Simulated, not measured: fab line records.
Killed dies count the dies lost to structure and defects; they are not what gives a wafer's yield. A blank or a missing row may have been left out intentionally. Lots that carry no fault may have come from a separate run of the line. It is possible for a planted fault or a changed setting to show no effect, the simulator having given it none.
The same fault as seen by 2 desks	flow berkeleyCmos170	numbers are kept per desk, each desk with only its own; the story behind them comes last

== THE METROLOGY DESK ==
What the gauges read, lot by lot, whatever tool the lot ran on: means of the sampled wafers that have a number. If a lot's mean is further than 4 standard deviations from the usual mean, the lot is out of limits and carries the mark OUT (the distance appears in the brackets).
Columns: A = cdNm at UCB170_M3_CD_MEAS_15, usual 699.4 nm; B = M3_OVL at UCB170_M3_OVL_MEAS_16, usual 3 nm
lot	first seen here	A	B
L201	day 9 14:21	699.3	5
L203	day 10 08:41	699.5	-4
L214	day 12 00:52	701.4	0
L211	day 12 05:11	699.5	-1
L221	day 13 08:31	700.0	8
L219	day 13 12:02	698.5	13
Finding of this desk: none of the 6 lots has anything out of limits.

== FOR THE TOOL OWNER'S DESK: rieDiel-03 ==
The tool's own readings at UCB170_M3_ETCH_17 (etches BARC in N2/H2): means of the sampled wafers that have a number, for each lot that ran on this tool. If a lot's mean is further than 4 standard deviations from the usual mean, the lot is out of limits and carries the mark OUT (the distance appears in the brackets).
Columns: A = drypumpMotorCurrentA at UCB170_M3_ETCH_17, usual 5.8 A; B = oesProductAu at UCB170_M3_ETCH_17, usual 1.001 a.u.; C = rfFwdPowerW at UCB170_M3_ETCH_17, usual 494.8 W; D = throttleValvePct at UCB170_M3_ETCH_17, usual 13.28 %
lot	first seen here	A	B	C	D
L201	day 9 14:30	5.6	1.010	494.3	13.29
L214	day 12 00:58	5.7	0.958	440.9 (-27) OUT	13.31
L211	day 12 05:18	5.4	0.919 (-4.3) OUT	413.9 (-40) OUT	13.32
This desk finds L211, L214 out of limits, L214 being first, at day 12 00:58 (rfFwdPowerW at UCB170_M3_ETCH_17). In limits: L201.

== ALL TOGETHER ==
At day 12 00:58, on L211, L214, the tool owner's desk was in a position to raise an alarm.
Metrology desk: nothing out of limits seen.
The metrology desk has L211, L214 on record, within its limits.
Of the lots named, all ran UCB170_M3_ETCH_17 on rieDiel-03.

== WHAT HAD BEEN PUT IN BY THE SIMULATOR ==
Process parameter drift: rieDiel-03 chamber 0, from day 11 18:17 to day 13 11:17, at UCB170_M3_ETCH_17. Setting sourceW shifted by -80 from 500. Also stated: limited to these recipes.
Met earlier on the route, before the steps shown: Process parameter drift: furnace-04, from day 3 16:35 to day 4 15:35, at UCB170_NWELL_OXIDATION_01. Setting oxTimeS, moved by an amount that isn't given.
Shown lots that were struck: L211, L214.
Each desk's first reading out of limits, in hours after the fault started: the tool owner's desk, 7.
